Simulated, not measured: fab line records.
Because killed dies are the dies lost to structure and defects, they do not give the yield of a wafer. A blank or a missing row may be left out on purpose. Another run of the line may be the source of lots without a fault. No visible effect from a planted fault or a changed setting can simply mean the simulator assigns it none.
fab line records    flow rit-cmos
[record] lots = 5  wafers = 23
route steps=202 shown ACTIVE@4 NWELL@36 PWELL@40 WELLDRIVE@50 NRETRO@55 GATE@87 NLDD@104 PLDD@122 M1@202
start-h: the number of hours between the record's first day and the start of the first shown wafer of the lot    wait-h: hours since the lot's step before    " unchanged from the row above    L1.1+2: a single row standing in for several wafers    - either no value or no given start    * or withheld: withheld    < > ~ a bound
route shown NAME@n: a module of which the file shows steps, and the number in the route of the first    usual: mean/standard deviation taken from wafers without a fault    same: alike in all rows    chamber/n: place in a boat    sites: readings site by site    _std_site: standard deviation across them    _edge_site: mean of outer sites minus mean of inner sites    radius-mm: how far each site lies from the wafer's centre    mask NAME#n: copy n    behind: the most recent tool/chamber to have shaped the wafer    hold: reason for holding the lot/hours on hold/outcome of the hold    device: names the non-switching transistor (n, p or np)    end of line: at the end of the route, the tests of the same wafers    a step with no rows: only its recipe    killed: at the first sort, the dies lost to defects and structure; wafer yield is something else    map: shows each die of a wafer: x if killed, . if not, _ if none is there
set.NAME: setting as actually run; set.NAME@STEP: the setting as run at that earlier step    model.NAME: the simulator's own value behind a step, which no gauge read
one table per step and one row per wafer, for lots whose settings were changed on purpose
[[steps]]
[step RIT_ACTIVE_CVD_03]
[recipe] material = Si3N4  target-thk-nm = 150  temp-c = 810  precursor = SiH2Cl2/NH3  time-s = 1500  pressure-mtorr = 300  sih2cl2-flow-sccm = 60  nh3-flow-sccm = 150
lot.wafer  tool      chamber  start-h  wait-h  set.temp-c  model.Si3N4_of_ACTIVE_CVD_03.thk-nm
L074.1     lpcvd-01  0        12.11    0.1     810         149.5
L074.2     "         0        "        "       810         148.3
L074.4     "         0        "        "       810         148.9
L076.1     -         -        -        0.1     810         149.3
L076.2     "         -        "        "       810         148.8
L076.4     "         -        "        "       810         148.4
L076.5     "         -        "        "       810         148.5
L076.6     "         -        "        "       810         149.2
L078.1     -         -        -        0.1     810         150.5
L078.2     "         -        "        "       810         150.6
L078.3     "         -        "        "       810         150.9
L078.4     "         -        "        "       810         150.8
L078.5     "         -        "        "       810         149.8
L084.1+4   -         -        -        0.1     833.6       225.3
L084.2     "         -        "        "       833.6       225.5
L084.5     "         -        "        "       833.6       225
L084.6     "         -        "        "       833.6       225.4
L085.1     -         -        -        0.1     798.8       119
L085.2     "         -        "        "       798.8       120.2
L085.3     "         -        "        "       798.8       119.7
L085.5     "         -        "        "       798.8       120
L085.6     "         -        "        "       798.8       119.6
[step RIT_ACTIVE_THK_MEAS_04]
[recipe] reads = Si3N4_of_ACTIVE_CVD_03
[usual] ACTIVE_NITRIDE_THK = 149.6/1.3
lot.wafer  tool           chamber  start-h  wait-h  set.temp-c@ACTIVE_CVD_03  ACTIVE_NITRIDE_THK[nm]
L074.1     film-metro-01  -        13.53    0.0     810                       149.6
L074.2     "              -        "        "       810                       148.4
L074.4     "              -        "        "       810                       148.8
L076.1     film-metro-04  -        -        -       810                       149.3
L076.2     "              -        "        "       810                       148.7
L076.4     "              -        "        "       810                       148.5
L076.5     "              -        "        "       810                       148.4
L076.6     "              -        "        "       810                       149.3
L078.1     film-metro-04  -        -        -       810                       150.6
L078.2     "              -        "        "       810                       150.6
L078.3     "              -        "        "       810                       150.8
L078.4     "              -        "        "       810                       150.9
L078.5     "              -        "        "       810                       149.8
L084.1     film-metro-04  -        -        -       833.6                     225.1
L084.2     "              -        "        "       833.6                     225.6
L084.4     "              -        "        "       833.6                     225.2
L084.5     "              -        "        "       833.6                     224.9
L084.6     "              -        "        "       833.6                     225.6
L085.1     film-metro-03  -        -        -       798.8                     119.0
L085.2     "              -        "        "       798.8                     120.2
L085.3     "              -        "        "       798.8                     119.7
L085.5     "              -        "        "       798.8                     120.1
L085.6     "              -        "        "       798.8                     119.6
[step RIT_ACTIVE_HMDS_05]
[recipe] prime-time-s = 60  prime-temp-c = 140
lot.wafer       tool            chamber  start-h  wait-h  set.prime-time-s
L074.1+2+4      litho-track-03  0        13.59    0.1     60
L076.1+5+6      litho-track-01  0        23.59    0.1     60
L076.2+4        "               0        "        "       51.5
L078.1+2+3+4+5  litho-track-03  0        33.59    0.1     60
L084.1+2+4+5+6  litho-track-04  0        64.78    0.1     60
L085.1+3        litho-track-01  0        68.59    0.1     60
L085.2+5+6      "               0        "        "       52.22
[step RIT_ACTIVE_COAT_06]
[recipe] resist = NOVOLAK  spin-rpm = 3250  resist-thk-nm = 1000
[step RIT_ACTIVE_SOFTBAKE_07]
[recipe] resist = NOVOLAK  temp-c = 90  time-s = 60
[step RIT_ACTIVE_HARDBAKE_12]
[recipe] resist = NOVOLAK  temp-c = 140  time-s = 60
[step RIT_ACTIVE_ETCH_13]
[recipe] stop-on = SiO2  chemistry = SF6  target = Si3N4  time-s = 210  over-etch-frac = 0.4  SF6_flow_sccm = 200  pressure-mtorr = 260  rf-w = 125  target-depth-a = 2100
[usual] oes-product-au = 0.814/0.017
lot.wafer  tool         chamber  start-h  wait-h  set.temp-c@ACTIVE_CVD_03  oes-product-au  model.etch.depth-nm  model.ACTIVE.feature-depth-nm
L074.1     rie-diel-04  0        14.83    0.1     810                       0.793           149.5                149.5
L074.2     "            3        "        "       810                       0.824           148.3                148.3
L074.4     "            3        "        "       810                       0.822           148.9                148.9
L076.1     rie-diel-04  1        24.71    0.1     810                       0.800           149.3                151.4
L076.2     "            0        "        "       810                       0.788           148.8                148.8
L076.4     "            3        "        "       810                       0.828           148.4                148.4
L076.5     "            0        "        "       810                       0.790           148.5                148.5
L076.6     "            1        "        "       810                       0.810           149.2                151.3
L078.1     rie-diel-04  0        34.83    0.1     810                       0.794           150.5                150.5
L078.2     "            3        "        "       810                       0.825           150.6                150.6
L078.3     "            2        "        "       810                       0.836           150.9                150.9
L078.4     "            1        "        "       810                       0.808           150.8                152.9
L078.5     "            0        "        "       810                       0.784           149.8                149.8
L084.1     rie-diel-01  3        66.02    0.1     833.6                     0.957           200.6                200.6
L084.2     "            2        "        "       833.6                     1.021           210.8                210.8
L084.4     "            0        "        "       833.6                     1.011           214.8                214.8
L084.5     "            3        "        "       833.6                     0.959           200.6                200.6
L084.6     "            2        "        "       833.6                     1.006           208.4                208.4
L085.1     rie-diel-04  0        69.83    0.1     798.8                     0.704           119                  119
L085.2     "            2        "        "       798.8                     0.755           120.2                120.2
L085.3     "            0        "        "       798.8                     0.714           119.7                119.7
L085.5     "            2        "        "       798.8                     0.741           120                  120
L085.6     "            0        "        "       798.8                     0.713           119.6                119.6
[step RIT_NWELL_IMPLANT_08]
[recipe] species = P  energy-kev = 170  dose-cm2 = 5e+13  tilt-deg = 7
lot.wafer   tool          chamber  start-h  wait-h  set.dose-cm2
L074.1+2+4  implanter-03  0        20.61    0.2     5e+13
L076.1+5    implanter-04  0        32.29    0.2     5.173e+13
L076.2+4+6  "             0        "        "       5e+13
L078.1+3+4  implanter-04  0        40.76    0.2     4.677e+13
L078.2+5    "             0        "        "       5e+13
L084.1+2+4  implanter-03  0        71.85    0.2     5e+13
L084.5+6    "             0        "        "       4.696e+13
L085.1+3+6  implanter-03  0        75.61    0.2     5e+13
L085.2+5    "             0        "        "       5.168e+13
[step RIT_NWELL_STRIP_09]
[recipe] chemistry = O2  time-s = 180  resist = NOVOLAK  platen-temp-c = withheld  power-w = 500  pressure-mtorr = 4000  o2-flow-sccm = 4000
[step RIT_NWELL_TW_MEAS_10]
[usual] NWELL_TW = 2179/11
lot.wafer  tool           chamber  start-h  wait-h  set.dose-cm2@NWELL_IMPLANT_08  NWELL_TW
L074.1     film-metro-04  -        20.93    0.1     5e+13                          2180
L074.2     "              -        "        "       5e+13                          2185
L074.4     "              -        "        "       5e+13                          2196
L076.1     film-metro-02  -        32.62    0.1     5.173e+13                      2188
L076.2     "              -        "        "       5e+13                          2163
L076.4     "              -        "        "       5e+13                          2159
L076.5     "              -        "        "       5.173e+13                      2167
L076.6     "              -        "        "       5e+13                          2160
L078.1     film-metro-01  -        41.09    0.1     4.677e+13                      2131
L078.2     "              -        "        "       5e+13                          2167
L078.3     "              -        "        "       4.677e+13                      2140
L078.4     "              -        "        "       4.677e+13                      2128
L078.5     "              -        "        "       5e+13                          2174
L084.1     film-metro-02  -        72.18    0.1     5e+13                          2175
L084.2     "              -        "        "       5e+13                          2169
L084.4     "              -        "        "       5e+13                          2186
L084.5     "              -        "        "       4.696e+13                      2135
L084.6     "              -        "        "       4.696e+13                      2140
L085.1     film-metro-02  -        75.93    0.1     5e+13                          2188
L085.2     "              -        "        "       5.168e+13                      2196
L085.3     "              -        "        "       5e+13                          2180
L085.5     "              -        "        "       5.168e+13                      2205
L085.6     "              -        "        "       5e+13                          2179
[step RIT_PWELL_COAT_01]
[recipe] resist = NOVOLAK  spin-rpm = 2000  resist-thk-nm = 1300
lot.wafer  tool            chamber  start-h  wait-h  set.spin-rpm  model.NOVOLAK_of_PWELL_COAT_01.thk-nm
L074.1     litho-track-02  0        21.14    0.1     2000          1299
L074.2+4   "               0        "        "       2000          1300
L076.1     litho-track-01  0        32.83    0.1     2000          1303
L076.2     "               0        "        "       2107          1267
L076.4     "               0        "        "       2107          1269
L076.5     "               0        "        "       2107          1263
L076.6     "               0        "        "       2000          1300
L078.1     litho-track-02  0        41.30    0.1     1955          1312
L078.2     "               0        "        "       1955          1315
L078.3     "               0        "        "       2000          1300
L078.4     "               0        "        "       2000          1298
L078.5     "               0        "        "       2000          1299
L084.1     litho-track-02  0        72.39    0.1     2000          1302
L084.2+6   "               0        "        "       2075          1273
L084.4     "               0        "        "       2075          1280
L084.5     "               0        "        "       2000          1301
L085.1     litho-track-01  0        76.14    0.1     2000          1302
L085.2     "               0        "        "       2000          1300
L085.3     "               0        "        "       2000          1303
L085.5     "               0        "        "       1919          1328
L085.6     "               0        "        "       1919          1330
[step RIT_PWELL_SOFTBAKE_02]
[recipe] resist = NOVOLAK  temp-c = 90  time-s = 60
[step RIT_PWELL_EXPOSE_03]
[recipe] mask-id = M3  na = 0.57  target-cd-nm = 43700  dose-mj = 250
[step RIT_PWELL_DEVELOP_05]
[recipe] resist = NOVOLAK  develop-time-s = 68  dev-temp-c = 23
[step RIT_PWELL_HARDBAKE_07]
[recipe] resist = NOVOLAK  temp-c = 140  time-s = 120
lot.wafer  tool            chamber  start-h  wait-h  set.spin-rpm@PWELL_COAT_01  model.NOVOLAK_of_PWELL_COAT_01.thk-nm
L074.1     litho-track-01  0        22.00    0.1     2000                        1136
L074.2+4   "               0        "        "       2000                        1137
L076.1     litho-track-01  0        33.72    0.0     2000                        1140
L076.2     "               0        "        "       2107                        1108
L076.4     "               0        "        "       2107                        1110
L076.5     "               0        "        "       2107                        1105
L076.6     "               0        "        "       2000                        1136
L078.1     litho-track-02  0        42.19    0.0     1955                        1148
L078.2     "               0        "        "       1955                        1150
L078.3     "               0        "        "       2000                        1137
L078.4     "               0        "        "       2000                        1135
L078.5     "               0        "        "       2000                        1136
L084.1     litho-track-02  0        73.16    0.0     2000                        1139
L084.2+6   "               0        "        "       2075                        1114
L084.4     "               0        "        "       2075                        1119
L084.5     "               0        "        "       2000                        1138
L085.1     litho-track-01  0        77.13    0.0     2000                        1139
L085.2     "               0        "        "       2000                        1137
L085.3     "               0        "        "       2000                        1140
L085.5     "               0        "        "       1919                        1161
L085.6     "               0        "        "       1919                        1162
[step RIT_PWELL_IMPLANT_08]
[recipe] species = B  energy-kev = 170  dose-cm2 = 7e+13  tilt-deg = 7
lot.wafer       tool          chamber  start-h  wait-h  set.energy-kev  model.implant.rp-nm  model.implant.drp-nm
L074.1+2+4      implanter-03  0        22.25    0.2     170             488                  102.9
L076.1+2+4      implanter-03  0        33.97    0.2     177.7           503.9                104.1
L076.5+6        "             0        "        "       170             487                  102.9
L078.1+2+3      implanter-01  0        42.44    0.2     170             484.8                102.9
L078.4+5        "             0        "        "       160.4           464.2                100.7
L084.1+4+5      implanter-03  0        73.41    0.2     170             455.6                102.9
L084.2+6        "             0        "        "       166             447.6                102.1
L085.1+2+3+5+6  implanter-03  0        77.38    0.2     170             479.6                102.9
[step RIT_PWELL_STRIP_09]
[recipe] chemistry = O2  time-s = 180  resist = NOVOLAK  platen-temp-c = withheld  power-w = 500  pressure-mtorr = 4000  o2-flow-sccm = 4000
[step RIT_WELLDRIVE_ANNEAL_00]
[recipe] temp-c = 1100  time-s = 14700  ambient = N2
[step RIT_WELLDRIVE_RS_MEAS_01]
[recipe] thk-meas-gauge = four-point-probe
[usual] NWELL_RS = 275.4/0.81
lot.wafer  tool           chamber  start-h  wait-h  set.dose-cm2@NWELL_IMPLANT_08  NWELL_RS[ohm/sq]
L074.1     film-metro-02  -        27.71    0.0     5e+13                          276.1
L074.2     "              -        "        "       5e+13                          275.8
L074.4     "              -        "        "       5e+13                          276.4
L076.1     film-metro-01  -        39.44    0.0     5.173e+13                      269.7
L076.2     "              -        "        "       5e+13                          274.9
L076.4     "              -        "        "       5e+13                          275.5
L076.5     "              -        "        "       5.173e+13                      270.7
L076.6     "              -        "        "       5e+13                          275.7
L078.1     film-metro-02  -        47.91    0.0     4.677e+13                      286.0
L078.2     "              -        "        "       5e+13                          274.7
L078.3     "              -        "        "       4.677e+13                      285.5
L078.4     "              -        "        "       4.677e+13                      286.2
L078.5     "              -        "        "       5e+13                          274.0
L084.1     film-metro-04  -        78.88    0.0     5e+13                          276.4
L084.2     "              -        "        "       5e+13                          277.7
L084.4     "              -        "        "       5e+13                          276.0
L084.5     "              -        "        "       4.696e+13                      286.4
L084.6     "              -        "        "       4.696e+13                      288.1
L085.1     film-metro-04  -        82.85    0.0     5e+13                          275.3
L085.2     "              -        "        "       5.168e+13                      270.8
L085.3     "              -        "        "       5e+13                          275.8
L085.5     "              -        "        "       5.168e+13                      270.5
L085.6     "              -        "        "       5e+13                          275.6
[step RIT_NRETRO_SOFTBAKE_02]
[recipe] resist = NOVOLAK  temp-c = 90  time-s = 60
lot.wafer   tool            chamber  start-h  wait-h  set.temp-c
L074.1+2+4  litho-track-04  0        28.25    0.1     90
L076.1+2+5  litho-track-03  0        40.01    0.1     87.29
L076.4+6    "               0        "        "       90
L078.1+5    litho-track-03  0        48.45    0.1     90.98
L078.2+3+4  "               0        "        "       90
L084.1+6    litho-track-02  0        79.42    0.1     92.43
L084.2+4+5  "               0        "        "       90
L085.1+2+5  litho-track-03  0        83.39    0.1     86.36
L085.3+6    "               0        "        "       90
[step RIT_NRETRO_EXPOSE_03]
[recipe] mask-id = M4  na = 0.57  target-cd-nm = 43900  dose-mj = 250
[step RIT_NRETRO_PEB_04]
[recipe] resist = NOVOLAK  temp-c = withheld  time-s = withheld
[step RIT_NRETRO_DEVELOP_05]
[recipe] resist = NOVOLAK  develop-time-s = 68  dev-temp-c = 23
lot.wafer  tool            chamber  start-h  wait-h  set.temp-c@NRETRO_SOFTBAKE_02  model.NOVOLAK_of_NRETRO_COAT_01.thk-nm
L074.1+2   litho-track-04  0        -        -       90                             1306
L074.4     "               0        "        "       90                             1300
L076.1+5   litho-track-03  0        -        -       87.29                          1311
L076.2     "               0        "        "       87.29                          1313
L076.4     "               0        "        "       90                             1304
L076.6     "               0        "        "       90                             1307
L078.1     litho-track-02  0        -        -       90.98                          1299
L078.2     "               0        "        "       90                             1309
L078.3     "               0        "        "       90                             1305
L078.4     "               0        "        "       90                             1300
L078.5     "               0        "        "       90.98                          1301
L084.1+6   litho-track-03  0        -        -       92.43                          1290
L084.2     "               0        "        "       90                             1297
L084.4     "               0        "        "       90                             1298
L084.5     "               0        "        "       90                             1296
L085.1     litho-track-02  0        -        -       86.36                          1318
L085.2     "               0        "        "       86.36                          1320
L085.3     "               0        "        "       90                             1308
L085.5     "               0        "        "       86.36                          1317
L085.6     "               0        "        "       90                             1306
[step RIT_GATE_COAT_11]
[recipe] resist = NOVOLAK  spin-rpm = 4250  resist-thk-nm = 850
lot.wafer  tool            chamber  start-h  wait-h  set.spin-rpm  model.NOVOLAK_of_GATE_COAT_11.thk-nm
L074.1     litho-track-04  0        34.75    0.1     4250          852.1
L074.2     "               0        "        "       4250          852.4
L074.4     "               0        "        "       4250          854.4
L076.1     litho-track-01  0        47.55    0.1     4497          827.8
L076.2     "               0        "        "       4497          825.3
L076.4     "               0        "        "       4250          851.2
L076.5     "               0        "        "       4250          852.3
L076.6     "               0        "        "       4497          826.2
L078.1     litho-track-01  0        55.20    0.1     4250          848.8
L078.2     "               0        "        "       4540          821.2
L078.3     "               0        "        "       4250          849.7
L078.4     "               0        "        "       4540          820.3
L078.5     "               0        "        "       4250          851.4
L084.1     litho-track-01  0        85.99    0.1     4250          850.9
L084.2     "               0        "        "       4250          851.4
L084.4     "               0        "        "       4250          849.5
L084.5     "               0        "        "       4250          849.7
L084.6     "               0        "        "       4250          850.2
L085.1     litho-track-01  0        90.20    0.1     4469          827.2
L085.2     "               0        "        "       4250          848.7
L085.3     "               0        "        "       4469          828.6
L085.5     "               0        "        "       4250          848.8
L085.6     "               0        "        "       4469          827.7
[step RIT_GATE_SOFTBAKE_12]
[recipe] resist = NOVOLAK  temp-c = 90  time-s = 60
[step RIT_GATE_EXPOSE_13]
[recipe] mask-id = M6  na = 0.6  source-shape = conventional  sigma-outer = 0.6  target-cd-nm = 150  dose-mj = 380
[step RIT_GATE_HARDBAKE_18]
[recipe] resist = NOVOLAK  temp-c = 140  time-s = 60
lot.wafer  tool            chamber  start-h  wait-h  set.spin-rpm@GATE_COAT_11  model.NOVOLAK_of_GATE_COAT_11.thk-nm
L074.1     litho-track-04  0        35.73    0.0     4250                       754.4
L074.2     "               0        "        "       4250                       754.6
L074.4     "               0        "        "       4250                       756.4
L076.1     litho-track-01  0        48.41    0.0     4497                       733
L076.2     "               0        "        "       4497                       730.8
L076.4     "               0        "        "       4250                       753.5
L076.5     "               0        "        "       4250                       754.5
L076.6     "               0        "        "       4497                       731.7
L078.1     litho-track-04  0        56.06    0.0     4250                       751.4
L078.2     "               0        "        "       4540                       727.2
L078.3     "               0        "        "       4250                       752.2
L078.4     "               0        "        "       4540                       726.5
L078.5     "               0        "        "       4250                       753.8
L084.1     litho-track-04  0        86.85    0.0     4250                       753.2
L084.2     "               0        "        "       4250                       753.7
L084.4     "               0        "        "       4250                       752
L084.5     "               0        "        "       4250                       752.3
L084.6     "               0        "        "       4250                       752.6
L085.1     litho-track-01  0        91.06    0.0     4469                       732.6
L085.2     "               0        "        "       4250                       751.3
L085.3     "               0        "        "       4469                       733.8
L085.5     "               0        "        "       4250                       751.5
L085.6     "               0        "        "       4469                       733
[step RIT_NLDD_COAT_01]
[recipe] resist = NOVOLAK  spin-rpm = 3250  resist-thk-nm = 1000
lot.wafer   tool            chamber  start-h  wait-h  set.spin-rpm  model.NOVOLAK_of_NLDD_COAT_01.thk-nm
L074.1      litho-track-01  0        39.89    0.1     3250          1003
L074.2      "               0        "        "       3250          1004
L074.4      "               0        "        "       3250          1000
L076.1      litho-track-01  0        52.09    0.1     3250          1001
L076.2      "               0        "        "       3130          1019
L076.4      "               0        "        "       3130          1016
L076.5      "               0        "        "       3130          1021
L076.6      "               0        "        "       3250          999.4
L078.1      litho-track-03  0        60.01    0.1     3250          997.3
L078.2      "               0        "        "       3250          997.6
L078.3      "               0        "        "       3250          996.9
L078.4      "               0        "        "       3250          999
L078.5      "               0        "        "       3250          997
L084.1+5+6  litho-track-03  0        90.71    0.1     3250          1003
L084.2      "               0        "        "       3250          1007
L084.4      "               0        "        "       3250          1004
L085.1      litho-track-02  0        94.86    0.1     3044          1037
L085.2      "               0        "        "       3044          1035
L085.3      "               0        "        "       3044          1040
L085.5      "               0        "        "       3250          1003
L085.6      "               0        "        "       3250          1005
[step RIT_NLDD_SOFTBAKE_02]
[recipe] resist = NOVOLAK  temp-c = 90  time-s = 60
[step RIT_NLDD_EXPOSE_03]
[recipe] mask-id = M7  na = 0.57  target-cd-nm = 40700  dose-mj = 250
[step RIT_NLDD_DEVELOP_05]
[recipe] resist = NOVOLAK  develop-time-s = 50  dev-temp-c = 23
[step RIT_NLDD_HARDBAKE_07]
[recipe] resist = NOVOLAK  temp-c = 140  time-s = 60
lot.wafer  tool            chamber  start-h  wait-h  set.spin-rpm@NLDD_COAT_01  model.NOVOLAK_of_NLDD_COAT_01.thk-nm
L074.1     litho-track-03  0        40.75    0.0     3250                       886.3
L074.2     "               0        "        "       3250                       887.2
L074.4     "               0        "        "       3250                       883.9
L076.1     litho-track-02  0        52.83    0.0     3250                       884.2
L076.2     "               0        "        "       3130                       900.3
L076.4     "               0        "        "       3130                       897.9
L076.5     "               0        "        "       3130                       902.4
L076.6     "               0        "        "       3250                       883.3
L078.1     litho-track-03  0        61.00    0.0     3250                       881.4
L078.2     "               0        "        "       3250                       881.7
L078.3+5   "               0        "        "       3250                       881.1
L078.4     "               0        "        "       3250                       882.9
L084.1+5   litho-track-02  0        91.53    0.0     3250                       886
L084.2     "               0        "        "       3250                       889.5
L084.4     "               0        "        "       3250                       886.9
L084.6     "               0        "        "       3250                       886.3
L085.1     litho-track-01  0        95.72    0.0     3044                       916.3
L085.2     "               0        "        "       3044                       914.3
L085.3     "               0        "        "       3044                       918.9
L085.5     "               0        "        "       3250                       886.7
L085.6     "               0        "        "       3250                       888
[step RIT_PLDD_IMPLANT_08]
[recipe] species = BF2  energy-kev = 20  dose-cm2 = 9e+14  tilt-deg = 7
lot.wafer   tool          chamber  start-h  wait-h  set.dose-cm2
L074.1+2+4  implanter-03  0        42.32    0.1     9e+14
L076.1+5    implanter-03  0        54.52    0.1     8.771e+14
L076.2+4+6  "             0        "        "       9e+14
L078.1+5    implanter-01  0        62.70    0.1     8.467e+14
L078.2+3+4  "             0        "        "       9e+14
L084.1+5+6  implanter-02  0        93.24    0.1     9e+14
L084.2+4    "             0        "        "       8.452e+14
L085.1+5+6  implanter-03  0        97.29    0.1     9.248e+14
L085.2+3    "             0        "        "       9e+14
[step RIT_PLDD_STRIP_09]
[recipe] chemistry = O2  time-s = 180  resist = NOVOLAK  platen-temp-c = withheld  power-w = 500  pressure-mtorr = 4000  o2-flow-sccm = 4000
[step RIT_PLDD_TW_MEAS_10]
[usual] PLDD_TW = 2387/16
lot.wafer  tool           chamber  start-h  wait-h  set.dose-cm2@PLDD_IMPLANT_08  PLDD_TW
L074.1     film-metro-01  -        42.65    0.1     9e+14                         2388
L074.2     "              -        "        "       9e+14                         2378
L074.4     "              -        "        "       9e+14                         2385
L076.1     film-metro-01  -        54.85    0.1     8.771e+14                     2366
L076.2     "              -        "        "       9e+14                         2390
L076.4     "              -        "        "       9e+14                         2384
L076.5     "              -        "        "       8.771e+14                     2384
L076.6     "              -        "        "       9e+14                         2377
L078.1     film-metro-01  -        63.02    0.1     8.467e+14                     2354
L078.2     "              -        "        "       9e+14                         2387
L078.3     "              -        "        "       9e+14                         2388
L078.4     "              -        "        "       9e+14                         2389
L078.5     "              -        "        "       8.467e+14                     2351
L084.1     film-metro-04  -        93.59    0.1     9e+14                         2392
L084.2     "              -        "        "       8.452e+14                     2369
L084.4     "              -        "        "       8.452e+14                     2345
L084.5     "              -        "        "       9e+14                         2398
L084.6     "              -        "        "       9e+14                         2401
L085.1     film-metro-01  -        97.62    0.1     9.248e+14                     2405
L085.2     "              -        "        "       9e+14                         2400
L085.3     "              -        "        "       9e+14                         2400
L085.5     "              -        "        "       9.248e+14                     2416
L085.6     "              -        "        "       9.248e+14                     2397
[step RIT_M1_PROBE_99]
lot.wafer  tool       chamber  start-h  wait-h  set.temp-c@ACTIVE_CVD_03  model.etest.nldd.width-nm  model.etest.pldd.width-nm
L074.1     prober-02  -        56.00    0.1     810                       3169                       3164
L074.2     prober-02  -        56.05    0.1     810                       3160                       3162
L074.4     prober-02  -        56.15    0.2     810                       3141                       3148
L076.1     prober-02  -        68.36    0.1     810                       3155                       3165
L076.2     prober-02  -        68.41    0.1     810                       3178                       3162
L076.4     prober-02  -        68.51    0.2     810                       3168                       3156
L076.5     prober-02  -        68.56    0.2     810                       3162                       3150
L076.6     prober-02  -        68.61    0.2     810                       3165                       3175
L078.1     prober-02  -        76.88    0.1     810                       3157                       3145
L078.2     prober-02  -        76.93    0.1     810                       3174                       3164
L078.3     prober-02  -        76.98    0.2     810                       3172                       3168
L078.4     prober-02  -        77.03    0.2     810                       3139                       3148
L078.5     prober-02  -        77.08    0.2     810                       3140                       3169
L084.1     prober-02  -        107.27   0.1     833.6                     3337                       3342
L084.5     prober-02  -        107.47   0.2     833.6                     3333                       3330
L085.1     prober-01  -        111.51   0.1     798.8                     3100                       3104
L085.2     prober-01  -        111.56   0.1     798.8                     3103                       3102
L085.3     prober-01  -        111.61   0.2     798.8                     3101                       3087
L085.5     prober-01  -        111.71   0.2     798.8                     3115                       3090
L085.6     prober-01  -        111.76   0.2     798.8                     3095                       3106
// killed by level:class
L074.1 FOX1:geometric-particle:open=1 GATE:geometric-particle:open=1 SILICIDE:geometric-particle:short=1
L074.2 FOX1:geometric-particle:open=2 SPACER:geometric-particle:open=2 SILICIDE:geometric-particle:short=2 GATE:geometric-particle:short=1 GATE:geometric-particle:open=1
L074.4 GATE:geometric-particle:short=2 SPACER:geometric-particle:short=2 SILICIDE:geometric-particle:short=2 FOX1:geometric-particle:open=1 FOX2:geometric-particle:short=1 GATE:geometric-particle:open=1
[[key]]
[split] step = RIT_ACTIVE_CVD_03  setting = temp-c  stated = 810  by = lot
[response] step = RIT_ACTIVE_CVD_03  reading = model.Si3N4_of_ACTIVE_CVD_03.thk-nm  change = +25  per = 1%  r = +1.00
[response] step = RIT_ACTIVE_THK_MEAS_04  reading = ACTIVE_NITRIDE_THK  change = +24.9  per = 1%  r = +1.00
[response] step = RIT_ACTIVE_ETCH_13  reading = oes-product-au  change = +0.062  per = 1%  r = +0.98
[response] step = RIT_ACTIVE_ETCH_13  reading = model.etch.depth-nm  change = +20.2  per = 1%  r = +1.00
[response] step = RIT_ACTIVE_ETCH_13  reading = model.ACTIVE.feature-depth-nm  change = +20.1  per = 1%  r = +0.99
[response] step = RIT_M1_PROBE_99  reading = model.etest.nldd.width-nm  change = +53.5  per = 1%  r = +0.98
[response] step = RIT_M1_PROBE_99  reading = model.etest.pldd.width-nm  change = +55  per = 1%  r = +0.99
[split] step = RIT_ACTIVE_HMDS_05  setting = prime-time-s  stated = 60  by = wafer
response none clear
[split] step = RIT_NWELL_IMPLANT_08  setting = dose-cm2  stated = 5e+13  by = wafer
[response] step = RIT_NWELL_TW_MEAS_10  reading = NWELL_TW  change = +5.89  per = 1%  r = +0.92
[response] step = RIT_WELLDRIVE_RS_MEAS_01  reading = NWELL_RS  change = -1.7  per = 1%  r = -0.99
[split] step = RIT_PWELL_COAT_01  setting = spin-rpm  stated = 2000  by = wafer
[response] step = RIT_PWELL_COAT_01  reading = model.NOVOLAK_of_PWELL_COAT_01.thk-nm  change = -6.65  per = 1%  r = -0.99
[response] step = RIT_PWELL_HARDBAKE_07  reading = model.NOVOLAK_of_PWELL_COAT_01.thk-nm  change = -5.73  per = 1%  r = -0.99
[split] step = RIT_PWELL_IMPLANT_08  setting = energy-kev  stated = 170  by = wafer
[response] step = RIT_PWELL_IMPLANT_08  reading = model.implant.rp-nm  change = +3.66  per = 1%  r = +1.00
[response] step = RIT_PWELL_IMPLANT_08  reading = model.implant.drp-nm  change = +0.34  per = 1%  r = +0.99
[split] step = RIT_NRETRO_SOFTBAKE_02  setting = temp-c  stated = 90  by = wafer
[response] step = RIT_NRETRO_DEVELOP_05  reading = model.NOVOLAK_of_NRETRO_COAT_01.thk-nm  change = -2.7  per = 1%  r = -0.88
[split] step = RIT_GATE_COAT_11  setting = spin-rpm  stated = 4250  by = wafer
[response] step = RIT_GATE_COAT_11  reading = model.NOVOLAK_of_GATE_COAT_11.thk-nm  change = -4.25  per = 1%  r = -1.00
[response] step = RIT_GATE_HARDBAKE_18  reading = model.NOVOLAK_of_GATE_COAT_11.thk-nm  change = -3.72  per = 1%  r = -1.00
[split] step = RIT_NLDD_COAT_01  setting = spin-rpm  stated = 3250  by = wafer
[response] step = RIT_NLDD_COAT_01  reading = model.NOVOLAK_of_NLDD_COAT_01.thk-nm  change = -5.21  per = 1%  r = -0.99
[response] step = RIT_NLDD_HARDBAKE_07  reading = model.NOVOLAK_of_NLDD_COAT_01.thk-nm  change = -4.56  per = 1%  r = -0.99
[split] step = RIT_PLDD_IMPLANT_08  setting = dose-cm2  stated = 9e+14  by = wafer
[response] step = RIT_PLDD_TW_MEAS_10  reading = PLDD_TW  change = +5.69  per = 1%  r = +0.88
